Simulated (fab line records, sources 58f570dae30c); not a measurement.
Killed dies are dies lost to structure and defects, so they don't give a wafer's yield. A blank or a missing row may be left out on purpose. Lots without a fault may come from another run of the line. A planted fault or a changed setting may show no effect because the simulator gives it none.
Tool commonality check | flow berkeley_cmos170 | 14 lots, 42 wafers sampled

WHY IT WAS OPENED
At UCB170_SDANNEAL_RS_MEAS_03 the reading NSD_RS is flagged on 2 of 14 lots. Wafers without a fault read 37.26 ohm/sq, standard deviation 0.083.
Rule: a lot is flagged when every wafer of it that has a number lies more than 4 standard deviations from that mean, or none has a number. The other lots count as sound.

lot  | measured     | on            | NSD_RS (ohm/sq), wafer by wafer | flag
L498 | day 6 15:14  | film_metro-03 | 37.29 37.19 37.20               |
L501 | day 7 07:35  | film_metro-03 | 37.32 37.34 37.32               |
L500 | day 7 07:45  | film_metro-02 | 37.05 37.10 37.16               |
L502 | day 7 19:05  | film_metro-01 | 37.16 37.18 37.14               |
L503 | day 7 19:09  | film_metro-03 | 37.29 37.18 37.31               |
L504 | day 8 09:10  | film_metro-03 | 37.14 37.24 37.33               |
L505 | day 8 09:46  | film_metro-02 | 37.21 37.22 37.27               |
L507 | day 8 09:48  | film_metro-03 | 37.30 37.24 37.19               |
L506 | day 8 10:24  | film_metro-02 | 37.37 37.35 37.20               |
L511 | day 9 21:58  | film_metro-03 | 37.41 37.47 37.37               |
L513 | day 10 10:07 | film_metro-01 | 37.16 37.27 37.20               |
L516 | day 10 10:25 | film_metro-03 | 37.29 37.31 37.38               |
L517 | day 10 11:14 | film_metro-03 | 38.46 38.51 38.52               | FLAGGED
L520 | day 11 00:23 | film_metro-02 | 38.36 38.40 38.44               | FLAGGED
The numbers of the flagged lots are 38.45 ohm/sq on average: +1.19 ohm/sq against the usual, or +14 standard deviations.

WHICH TOOL RAN EACH LOT
The record holds 2 process steps before the reading, out of a route of 331 steps. In each cell: the tool, then ch and the chambers that the sampled wafers went through, then the start.
lot  | flag    | UCB170_NSD_IMPLANT_08           | UCB170_NSD_STRIP_09
L498 |         | implanter-02 ch 0, day 6 11:56  | plasma_asher-02 ch 0,1, day 6 12:05
L501 |         | implanter-02 ch 0, day 7 04:27  | plasma_asher-04 ch 0,1, day 7 04:34
L500 |         | implanter-02 ch 0, day 7 04:13  | plasma_asher-01 ch 0,1, day 7 04:22
L502 |         | implanter-02 ch 0, day 7 17:21  | plasma_asher-04 ch 0,1, day 7 17:30
L503 |         | implanter-01 ch 0, day 7 17:38  | plasma_asher-02 ch 0,1, day 7 17:47
L504 |         | implanter-02 ch 0, day 8 07:31  | plasma_asher-04 ch 0,1, day 8 07:40
L505 |         | implanter-02 ch 0, day 8 08:19  | plasma_asher-01 ch 0,1, day 8 08:26
L507 |         | implanter-01 ch 0, day 8 08:10  | plasma_asher-04 ch 0,1, day 8 08:19
L506 |         | implanter-03 ch 0, day 8 08:46  | plasma_asher-01 ch 0,1, day 8 08:55
L511 |         | implanter-03 ch 0, day 9 18:51  | plasma_asher-04 ch 0,1, day 9 18:59
L513 |         | implanter-01 ch 0, day 10 07:46 | plasma_asher-04 ch 0,1, day 10 07:53
L516 |         | implanter-01 ch 0, day 10 08:02 | plasma_asher-02 ch 0,1, day 10 08:10
L517 | FLAGGED | implanter-02 ch 0, day 10 08:29 | plasma_asher-04 ch 0,1, day 10 08:37
L520 | FLAGGED | implanter-02 ch 0, day 10 22:55 | plasma_asher-01 ch 0,1, day 10 23:03
What these steps do:
- UCB170_NSD_IMPLANT_08
- UCB170_NSD_STRIP_09: strips in O2.
- UCB170_SDANNEAL_RS_MEAS_03: measures by four-point-probe.

FLAGGED OVER TOTAL, TOOL BY TOOL (the gauges that took the reading come last)
step                       | tool            | lots run | flagged | share of the flagged lots | sound lots run after its first flagged lot
UCB170_NSD_IMPLANT_08      | implanter-01    | 4        | 0       | none                      | -
UCB170_NSD_IMPLANT_08      | implanter-02    | 8        | 2       | all                       | 0
UCB170_NSD_IMPLANT_08      | implanter-03    | 2        | 0       | none                      | -
UCB170_NSD_STRIP_09        | plasma_asher-01 | 4        | 1       | some                      | 0
UCB170_NSD_STRIP_09        | plasma_asher-02 | 3        | 0       | none                      | -
UCB170_NSD_STRIP_09        | plasma_asher-04 | 7        | 1       | some                      | 0
UCB170_SDANNEAL_RS_MEAS_03 | film_metro-01   | 2        | 0       | none                      | -
UCB170_SDANNEAL_RS_MEAS_03 | film_metro-02   | 4        | 1       | some                      | 0
UCB170_SDANNEAL_RS_MEAS_03 | film_metro-03   | 8        | 1       | some                      | 0

WHAT THE TABLE ALLOWS
1 row of the table ran every flagged lot: implanter-02 at UCB170_NSD_IMPLANT_08.
- implanter-02 at UCB170_NSD_IMPLANT_08: 2 of its 8 lots flagged. Its last sound lot is L505 (day 8 08:19), its first flagged lot L517 (day 10 08:29): a fault that began between those two fits. Its own readings lie more than 4 standard deviations out on every wafer of the flagged lots: beam_energy_keV.
One tool is left: implanter-02 at UCB170_NSD_IMPLANT_08.

WHAT THE SIMULATOR HAD PUT IN
Process parameter drift: implanter-02, from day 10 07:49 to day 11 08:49, at UCB170_NSD_IMPLANT_08. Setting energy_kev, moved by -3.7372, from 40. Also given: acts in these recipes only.
Lots struck among those shown: L517, L520. The rule above found the same.
